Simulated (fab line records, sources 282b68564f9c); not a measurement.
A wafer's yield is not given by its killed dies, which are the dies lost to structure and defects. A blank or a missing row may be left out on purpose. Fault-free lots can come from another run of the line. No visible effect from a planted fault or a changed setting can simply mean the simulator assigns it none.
Split-lot experiment ; flow ritCmos ; route with 202 steps; 5 lots, 23 wafers read

THE SPLIT
At RIT_PSD_COAT_01 (resist thk 1000 nm), the setting resistThkNm was moved away from the recipe's 1000 nm on 6 of the 23 wafers read, by -3.0% to +1.9%. For the rest of the wafers, this setting stayed at what the recipe calls for.

FROM THE SPLIT TO THE READING: what the file shows between them, 3 steps
- RIT_PSD_SOFTBAKE_02: time 60 s
- RIT_PSD_EXPOSE_03: exposes mask M10, target cd 40900 nm
- RIT_PSD_DEVELOP_05: develop time 50 s

THE READING
NOVOLAK_of_PSD_COAT_01.thkNm (the simulator's own value, which no gauge read), in nm, at RIT_PSD_HARDBAKE_07 (time 60 s). There is no usual value for it anywhere in the file. The 17 wafers here that ran the recipe average 883.7 nm, standard deviation 3.2 nm.

wafer;tool, chamber at the split;resistThkNm as run, nm;against the recipe;NOVOLAK_of_PSD_COAT_01.thkNm, nm;against lot-mates on the recipe
L074.1;lithoTrack-04, 0;1000;recipe;885.8;-
L074.2;lithoTrack-04, 0;1000;recipe;887.1;-
L074.3;lithoTrack-04, 0;1000;recipe;885.9;-
L074.5;lithoTrack-04, 0;1000;recipe;887.5;-
L074.6;lithoTrack-04, 0;1000;recipe;887;-
L075.1;lithoTrack-02, 0;970.3;-3.0%;856.9;-23.8
L075.2;lithoTrack-02, 0;1000;recipe;877.6;-
L075.3;lithoTrack-02, 0;970.3;-3.0%;856.4;-24.3
L075.4;lithoTrack-02, 0;1000;recipe;881.6;-
L075.6;lithoTrack-02, 0;1000;recipe;882.8;-
L077.1;lithoTrack-01, 0;1000;recipe;886.1;-
L077.2;lithoTrack-01, 0;974.1;-2.6%;861.8;-24.1
L077.3;lithoTrack-01, 0;974.1;-2.6%;864.4;-21.5
L077.4;lithoTrack-01, 0;1000;recipe;886.5;-
L077.5;lithoTrack-01, 0;1000;recipe;885.1;-
L078.2;lithoTrack-04, 0;1000;recipe;882.9;-
L078.3;lithoTrack-04, 0;1000;recipe;884.3;-
L078.5;lithoTrack-04, 0;1000;recipe;884.2;-
L085.1;lithoTrack-04, 0;1000;recipe;878.2;-
L085.3;lithoTrack-04, 0;1000;recipe;878.5;-
L085.4;lithoTrack-04, 0;1019;+1.9%;896.8;+17.5
L085.5;lithoTrack-04, 0;1019;+1.9%;897.8;+18.5
L085.6;lithoTrack-04, 0;1000;recipe;881.2;-

THE FIT
A straight line over all 23 wafers: NOVOLAK_of_PSD_COAT_01.thkNm changes by +8.27 nm for each +1% of resistThkNm; r = +0.96; the points scatter about the line by 3 nm.
The same after taking each lot's own level away (the mean of its wafers on the recipe; 23 wafers): +8.65 nm for each +1%; r = +0.99; scatter 1.4 nm.
Per that fit: largest resistThkNm move, reading shift of 26 nm.
Measured against the standard deviation above, the lots' own levels, which go from 879.30 to 886.66 nm, span 2.3 times it.
So the lot-to-lot level changes the slope little: the two slopes agree.
Check: -26 nm against its lot-mates is what the line predicts for one of the wafers moved furthest among these (-3.0%) when that wafer is left out of the fit. It came out at -23.8 nm against them.

ADDITIONAL SPLITS CARRIED BY THESE WAFERS
Note: prior to the reading, these wafers also went through further splits. Each is held against what the fit with the lots' levels taken away leaves over:
other split on the same wafers;wafers away from the commonest value;r with NOVOLAK_of_PSD_COAT_01.thkNm (lot level and that fit taken away)
RIT_ACTIVE_COAT_06 spinRpm;9;+0.07
RIT_FOX1_OXIDATION_00 oxTimeS;15;+0.10
RIT_GATE_OXIDATION_05 oxTimeS;15;-0.05
RIT_GATE_SOFTBAKE_12 tempC;8;+0.13
RIT_GATE_EXPOSE_13 doseMj;8;+0.09
RIT_GATE_DEVELOP_15 developTimeS;5;-0.12
RIT_SPACER_CVD_03 sih2cl2FlowSccm;10;-0.20

THE WHOLE CHAIN: every reading that the file lists as answering this split, in the file's order
step;what it does;reading;change (the file's fit);r (the file's)
RIT_PSD_COAT_01;resist thk 1000 nm;NOVOLAK_of_PSD_COAT_01.thkNm (the simulator's own value, which no gauge read);+9.84 nm for each +1% of the setting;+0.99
RIT_PSD_HARDBAKE_07;time 60 s;NOVOLAK_of_PSD_COAT_01.thkNm (the simulator's own value, which no gauge read);+8.6 nm for each +1% of the setting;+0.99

THE FILE'S OWN FIT
NOVOLAK_of_PSD_COAT_01.thkNm changes by +8.6 nm for each +1% of resistThkNm, r = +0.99.
